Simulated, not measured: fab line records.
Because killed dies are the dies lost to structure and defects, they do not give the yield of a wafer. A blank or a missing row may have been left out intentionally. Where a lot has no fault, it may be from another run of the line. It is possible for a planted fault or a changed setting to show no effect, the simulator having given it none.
A struck lot beside a sound one -- flow rit-cmos -- 27 steps out of a route of 202
Sound: the wafers L969.2, L969.3, L969.4. Wafers struck: L970.1, L970.4, L970.6. The cause is given at the end.
At each step with rows: each side's tool, then ch and its chambers, then its first start. Under that, the readings that differ: sound wafers -- struck wafers -- difference of the means -- sigmas: that difference in standard deviations of wafers without a fault.
alike: readings with means less than 2 such deviations apart, plus words and numbers identical on both sides. not compared: withheld readings, readings lacking a value on some wafer, bounds such as >300 that could conceal the same value, and numbers that have no deviation in the record and whose values overlap.
Wherever a step has rows on one side only, a row that says differs or no value, or a row with sigmas, the two part there. Numbers that have no deviation but don't overlap get no sigmas and don't part them. A reading missing from all wafers of one side parts the sides only when that side holds two or more wafers.

first, 4 steps without rows for these wafers: RIT_CONTACT_SOFTBAKE_04 (time 60 s); RIT_CONTACT_EXPOSE_05 (exposes mask M11, target cd 1000 nm); RIT_CONTACT_PEB_06; RIT_CONTACT_DEVELOP_07 (develop time 120 s).
RIT_CONTACT_CD_MEAS_08: target cd 1000 nm.
  sound: cd-sem-02 at day 5 22:16; struck: cd-sem-02 at day 6 03:35
  alike: cd-nm
RIT_CONTACT_OVL_MEAS_09:
  sound: overlay-02 at day 5 22:23; struck: overlay-02 at day 6 03:42
  alike: CONTACT_OVL
then, 1 step without rows for these wafers: RIT_CONTACT_HARDBAKE_10 (time 60 s).
RIT_CONTACT_ETCH_11: etches SiO2 in CHF3/CF4/Ar, stops on TiSi2, target depth 480 nm, time 320 s.
  sound on rie-diel-02 ch 0,1,3, day 5 22:34; struck on rie-diel-04 ch 2,3, day 6 03:53
  alike: drypump-motor-current-A, mfc-ar-sccm, oes-product-au, throttle-valve-pct
  not compared: rf-hours-counter-h
RIT_CONTACT_STRIP_12: strips in O2, time 180 s.
  sound on plasma-asher-04 ch 0,1, day 5 22:45; struck on plasma-asher-04 ch 1, day 6 04:05
  alike: drypump-motor-current-A, rf-refl-power-W
  not compared: rf-hours-counter-h
RIT_CONTACT_CD_MEAS_90: target cd 1000 nm.
  sound: cd-sem-01 at day 5 22:57; struck: cd-sem-02 at day 6 04:15
  alike: cd-nm
then, 2 steps without rows for these wafers: RIT_CONTACT_CLEAN_13 (cleans in SC1, time 600 s); RIT_CONTACT_CLEAN_14 (cleans in SC2, time 600 s).
RIT_M1_SPUTTER_00: material Al, target thk 400 nm, time 500 s.
  sound: pvd-sputter-04 at day 5 23:26; struck: pvd-sputter-03 at day 6 04:43
  alike: throttle-valve-pct
RIT_M1_RS_MEAS_01: measures by four-point-probe.
  sound: film-metro-04 at day 5 23:44; struck: film-metro-04 at day 6 05:01
reading,sound,struck,difference,sigmas
M1_AL_RS (ohm/sq),0.0722 0.0722 0.0715,0.0903 0.0891 0.0885,+0.0173,+23
RIT_M1_THK_MEAS_02: measures by xrf.
  sound: film-metro-04 at day 5 23:51; struck: film-metro-04 at day 6 05:08
reading,sound,struck,difference,sigmas
M1_AL_THK (nm),410 412 416,343 350 350,-65,-15
then, 6 steps without rows for these wafers: RIT_M1_HMDS_03 (prime time 60 s); RIT_M1_COAT_04 (resist thk 1300 nm); RIT_M1_SOFTBAKE_05 (time 60 s); RIT_M1_EXPOSE_06 (exposes mask M12, target cd 2600 nm); RIT_M1_PEB_07; RIT_M1_DEVELOP_08 (develop time 68 s).
RIT_M1_CD_MEAS_09: target cd 2600 nm.
  sound: cd-sem-02 at day 6 01:05; struck: cd-sem-02 at day 6 06:12
  alike: cd-nm
RIT_M1_OVL_MEAS_10:
  sound: overlay-01 at day 6 01:12; struck: overlay-01 at day 6 06:19
  alike: M1_OVL
then, 1 step without rows for these wafers: RIT_M1_HARDBAKE_11 (time 120 s).
RIT_M1_METAL_ETCH_12: etches Al in Cl2/BCl3, stops on SiO2, time 165 s, target depth 600 nm.
  sound on rie-metal-04 ch 0,1, day 6 01:29; struck on rie-metal-02 ch 0,1, day 6 06:37
reading,sound,struck,difference,sigmas
oes-product-au (a.u.),0.805 0.790 0.801,0.711 0.717 0.724,-0.081,-7
  alike: drypump-motor-current-A, mfc-cl2-sccm, throttle-valve-pct
  not compared: rf-hours-counter-h
then, 1 step without rows for these wafers: RIT_M1_STRIP_13 (strips in nmp, time 600 s).
RIT_M1_PROBE_99:
  sound: prober-02 at day 6 03:47; struck: prober-01 at day 6 09:02
  alike: defect-limited-yield, killed-at-contacts, killed-at-front-end, killed-dies, killed-open, killed-short, sort_bin_3_pad_short, sort_bin_5_function, sort_bin_6_memory, sort-n-pass, sort-yield-pct

WHERE THEY PART
First at RIT_M1_RS_MEAS_01; last, within this record, at RIT_M1_METAL_ETCH_12. Later steps at which nothing parts them and some readings are alike: RIT_M1_PROBE_99.

WHY: the cause the simulator had injected
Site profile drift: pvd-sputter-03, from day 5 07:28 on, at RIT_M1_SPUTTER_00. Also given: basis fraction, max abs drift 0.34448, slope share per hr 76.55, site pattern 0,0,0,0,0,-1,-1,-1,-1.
